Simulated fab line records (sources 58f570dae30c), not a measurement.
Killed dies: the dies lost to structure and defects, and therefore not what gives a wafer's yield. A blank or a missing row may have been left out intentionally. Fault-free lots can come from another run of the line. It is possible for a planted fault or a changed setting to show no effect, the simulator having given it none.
Which of the tools did it? + flow berkeley cmos170 + 7 lots with 21 wafers sampled at 2 steps, on a route of 331 steps

## WHAT EACH GAUGE READ, for each wafer
UCB170_SDANNEAL_RS_MEAS_04: measures by four-point-probe.
| lot  | measured     | on            | PLDD_RS (ohm/sq)                    |
|------|--------------|---------------|-------------------------------------|
| L696 | day 8 08:21  | film metro-01 | 1027.6 1029.0 1027.0                |
| L699 | day 8 18:33  | film metro-03 | 1033.8 1034.8 1032.6                |
| L701 | day 8 21:37  | film metro-04 | 953.2 951.0 952.8 952.4 953.1 952.5 |
| L710 | day 11 07:49 | film metro-04 | 1025.4 1027.8 1028.6                |
| L712 | day 12 00:21 | film metro-01 | 1036.9 1032.8 1031.7                |
| L716 | day 12 13:10 | film metro-04 | 1034.9 1034.7 1036.1                |
| L717 | day 12 12:46 | film metro-01 | 1026.4 1027.8 1026.6                |

## WHAT TOOL EACH LOT RAN ON (gives the tool, then ch and the chambers of the sampled wafers, and finally the start)
| lot  | UCB170_SPACER_ANNEAL_02       |
|------|-------------------------------|
| L696 | furnace-02 ch 0, day 7 21:59  |
| L699 | furnace-01 ch 0, day 8 05:41  |
| L701 | furnace-02 ch 0, day 8 15:08  |
| L710 | furnace-04 ch 0, day 11 00:40 |
| L712 | furnace-01 ch 0, day 11 14:00 |
| L716 | furnace-02 ch 0, day 12 06:10 |
| L717 | furnace-02 ch 0, day 12 06:10 |
- UCB170_SPACER_ANNEAL_02: time 1800 s.

## THE ANSWER, worked out from the rows above alone
Rule: usual is defined by the lots themselves. Put in order of their means at a reading, lots are off if they are a third of the lots or fewer, leave a main group of 4 or more, and stand apart from it by a gap of 3 or more times the standard deviation of the main group's means; of several such gaps the widest counts. The tables above print the reading to a certain number of digits; a main group whose means all agree to those digits is not used. A lot without any number at a reading at which 4 lots or more have one is off too. All remaining lots with rows at the step are treated as sound.
Off: at UCB170_SDANNEAL_RS_MEAS_04 (PLDD_RS), L701. Mean 1030.8 ohm/sq and standard deviation 3.5 in the main group.
A tool fits if, at a process step before that reading, it ran every lot that is off, and no sound lot after the first of them. Those tools and the gauges at UCB170_SDANNEAL_RS_MEAS_04 are tried in the same way. None of those tried fits.

## WHAT THE SIMULATOR HAD INSERTED
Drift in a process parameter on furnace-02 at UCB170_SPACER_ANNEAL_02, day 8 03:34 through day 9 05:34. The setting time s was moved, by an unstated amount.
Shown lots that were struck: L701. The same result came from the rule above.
